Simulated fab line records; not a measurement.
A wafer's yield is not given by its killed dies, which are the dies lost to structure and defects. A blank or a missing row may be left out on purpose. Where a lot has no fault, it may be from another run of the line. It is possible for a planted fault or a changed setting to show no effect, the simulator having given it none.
Which tool did it? / flow berkeley_cmos170 / 13 lots, 39 wafers sampled, at 2 steps of a route of 331

== WHAT EACH GAUGE READ, for each wafer ==
UCB170_SPACER_THK_MEAS_01.
lot=L633; measured=day 7 10:47; on=film_metro-01; SPACER_TEOS_THK (nm)=375 382 382
lot=L635; measured=day 8 14:12; on=film_metro-02; SPACER_TEOS_THK (nm)=369 374 377
lot=L636; measured=day 8 14:11; on=film_metro-04; SPACER_TEOS_THK (nm)=372 374 377
lot=L637; measured=day 8 14:46; on=film_metro-01; SPACER_TEOS_THK (nm)=366 377 369
lot=L634; measured=day 8 14:59; on=film_metro-04; SPACER_TEOS_THK (nm)=373 372 378
lot=L644; measured=day 10 00:09; on=film_metro-04; SPACER_TEOS_THK (nm)=321 379 382
lot=L646; measured=day 10 01:04; on=film_metro-04; SPACER_TEOS_THK (nm)=373 375 379
lot=L648; measured=day 10 14:34; on=film_metro-01; SPACER_TEOS_THK (nm)=370 365 370
lot=L649; measured=day 11 07:37; on=film_metro-01; SPACER_TEOS_THK (nm)=368 370 378
lot=L653; measured=day 11 09:38; on=film_metro-02; SPACER_TEOS_THK (nm)=367 367 374
lot=L651; measured=day 12 07:21; on=film_metro-02; SPACER_TEOS_THK (nm)=375 372 375
lot=L654; measured=day 12 09:10; on=film_metro-02; SPACER_TEOS_THK (nm)=375 381 377
lot=L655; measured=day 12 13:31; on=film_metro-04; SPACER_TEOS_THK (nm)=378 381 382

== TOOL THAT RAN EACH LOT (tool first, then ch and the chambers of the sampled wafers, then the start) ==
lot=L633; UCB170_SPACER_CVD_00=pecvd-02 ch 0,1,2, day 7 10:44
lot=L635; UCB170_SPACER_CVD_00=pecvd-04 ch 1,2, day 8 14:08
lot=L636; UCB170_SPACER_CVD_00=pecvd-03 ch 0,1,2, day 8 14:08
lot=L637; UCB170_SPACER_CVD_00=pecvd-04 ch 0,1, day 8 14:42
lot=L634; UCB170_SPACER_CVD_00=pecvd-03 ch 0,1, day 8 14:56
lot=L644; UCB170_SPACER_CVD_00=pecvd-04 ch 0,1,2, day 10 00:07
lot=L646; UCB170_SPACER_CVD_00=pecvd-02 ch 0,2, day 10 01:01
lot=L648; UCB170_SPACER_CVD_00=pecvd-03 ch 0,2, day 10 14:30
lot=L649; UCB170_SPACER_CVD_00=pecvd-03 ch 0,2, day 11 07:34
lot=L653; UCB170_SPACER_CVD_00=pecvd-03 ch 0,2, day 11 09:36
lot=L651; UCB170_SPACER_CVD_00=pecvd-02 ch 0,1,2, day 12 07:19
lot=L654; UCB170_SPACER_CVD_00=pecvd-03 ch 1,2, day 12 09:07
lot=L655; UCB170_SPACER_CVD_00=pecvd-03 ch 1,2, day 12 13:29
- UCB170_SPACER_CVD_00: deposits SiO2 from TEOS/O2, target thk 376 nm, time 47 s.

== WHAT THE TOOLS THEMSELVES READ (means of the sampled wafers that have a number; where no wafer has one, the mark that the record gives instead) ==
UCB170_SPACER_CVD_00.
lot=L633; tool=pecvd-02; heater_power_w (W)=220; rf_fwd_power_W (W)=543.1
lot=L635; tool=pecvd-04; heater_power_w (W)=255; rf_fwd_power_W (W)=543.2
lot=L636; tool=pecvd-03; heater_power_w (W)=214; rf_fwd_power_W (W)=545.3
lot=L637; tool=pecvd-04; heater_power_w (W)=262; rf_fwd_power_W (W)=543.0
lot=L634; tool=pecvd-03; heater_power_w (W)=198; rf_fwd_power_W (W)=545.7
lot=L644; tool=pecvd-04; heater_power_w (W)=259; rf_fwd_power_W (W)=542.9
lot=L646; tool=pecvd-02; heater_power_w (W)=208; rf_fwd_power_W (W)=547.5
lot=L648; tool=pecvd-03; heater_power_w (W)=208; rf_fwd_power_W (W)=544.7
lot=L649; tool=pecvd-03; heater_power_w (W)=185; rf_fwd_power_W (W)=544.2
lot=L653; tool=pecvd-03; heater_power_w (W)=172; rf_fwd_power_W (W)=547.0
lot=L651; tool=pecvd-02; heater_power_w (W)=227; rf_fwd_power_W (W)=545.6
lot=L654; tool=pecvd-03; heater_power_w (W)=173; rf_fwd_power_W (W)=546.9
lot=L655; tool=pecvd-03; heater_power_w (W)=190; rf_fwd_power_W (W)=546.0

== THE ANSWER, worked out from the rows above alone ==
Rule: usual is defined by the lots themselves. Put in order of their means at a reading, lots are off if they are a third of the lots or fewer, leave a main group of 4 or more, and stand apart from it by a gap of 3 or more times the standard deviation of the main group's means; of several such gaps the widest counts. If all means in a main group match to the digits the tables above print for the reading, that group is not used. Also off: a lot with no number at a reading for which 4 or more lots have one. The other lots that the step has rows for count as sound. First the gauges in route order, then the tools' own readings, where a lot's mean is used as printed above. At the first step where some lot is off, the reading lying furthest off is the one used; lots without a number count as furthest.
None of the lots is off at any reading shown; this tells nothing.

== WHAT THE SIMULATOR HAD PUT IN ==
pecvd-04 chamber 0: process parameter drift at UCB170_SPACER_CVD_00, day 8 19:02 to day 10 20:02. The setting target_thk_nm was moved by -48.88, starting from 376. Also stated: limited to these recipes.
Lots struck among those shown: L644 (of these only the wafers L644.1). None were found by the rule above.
